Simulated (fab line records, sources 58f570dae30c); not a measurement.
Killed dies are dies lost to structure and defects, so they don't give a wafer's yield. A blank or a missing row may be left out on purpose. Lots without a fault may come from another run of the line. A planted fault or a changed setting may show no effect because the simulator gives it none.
One fault seen from 2 desks | flow berkeley_cmos170 | each desk has only its own numbers; what lay behind them comes last

THE TOOL OWNER'S DESK: implanter-04
The tool's own readings at UCB170_NSD_IMPLANT_08: means of the sampled wafers that have a number, for each lot that ran on this tool. A lot is out of limits, marked OUT, if its mean lies more than 4 standard deviations from the usual mean; the brackets give that distance.
Columns: A = beam_energy_keV at UCB170_NSD_IMPLANT_08, usual 40.000; B = end_station_pressure_torr at UCB170_NSD_IMPLANT_08, usual 1.26e-05 Torr
lot  | first seen here | A                        | B
L312 | day 10 05:56    | 43.104 (+99 or more) OUT | 1.25e-05
L311 | day 10 06:11    | 43.078 (+99 or more) OUT | 1.30e-05
This desk's finding: out of limits on L311, L312; first on L312, day 10 05:56 (beam_energy_keV at UCB170_NSD_IMPLANT_08). In limits: none.

THE METROLOGY DESK
What the gauges read, lot by lot, whatever tool the lot ran on: means of the sampled wafers that have a number. A lot is out of limits, marked OUT, if its mean lies more than 4 standard deviations from the usual mean; the brackets give that distance.
Columns: A = NSD_TW at UCB170_NSD_TW_MEAS_10, usual 4176; B = NSD_RS at UCB170_SDANNEAL_RS_MEAS_03, usual 37.24 ohm/sq
lot  | first seen here | A    | B
L301 | day 8 14:17     | 4170 | 37.26
L302 | day 8 14:32     | 4215 | 37.14
L303 | day 8 17:47     | 4227 | 37.21
L307 | day 9 16:37     | 4221 | 37.16
L312 | day 10 06:10    | 4307 | 36.41 (-8.5) OUT
L311 | day 10 06:26    | 4303 | 36.38 (-8.7) OUT
L313 | day 10 17:35    | 4198 | 37.38
L314 | day 10 17:53    | 4160 | 37.13
L318 | day 10 21:23    | 4219 | 37.19
L317 | day 11 04:21    | 4232 | 37.43
L319 | day 11 04:25    | 4171 | 37.45
L320 | day 11 12:23    | 4128 | 37.27
L321 | day 12 11:13    | 4133 | 37.14
L322 | day 12 11:25    | 4202 | 37.33
This desk's finding: out of limits on L311, L312; first on L312, day 10 07:28 (NSD_RS at UCB170_SDANNEAL_RS_MEAS_03). In limits: L301, L302, L303, L307, L313, L314, L318, L317, L319, L320, L321, L322.

PUT TOGETHER
The tool owner's desk could have raised an alarm at day 10 05:56, on L311, L312.
The metrology desk could have raised an alarm at day 10 07:28, on L311, L312.
Of the lots named, all ran UCB170_NSD_IMPLANT_08 on implanter-04.

WHAT THE SIMULATOR HAD PUT IN
Process parameter drift: implanter-04, from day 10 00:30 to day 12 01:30, at UCB170_NSD_IMPLANT_08. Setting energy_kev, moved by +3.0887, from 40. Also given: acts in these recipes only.
Lots struck among those shown: L311, L312.
Hours from the fault's start to each desk's first reading out of limits: the tool owner's desk, 5; the metrology desk, 7.
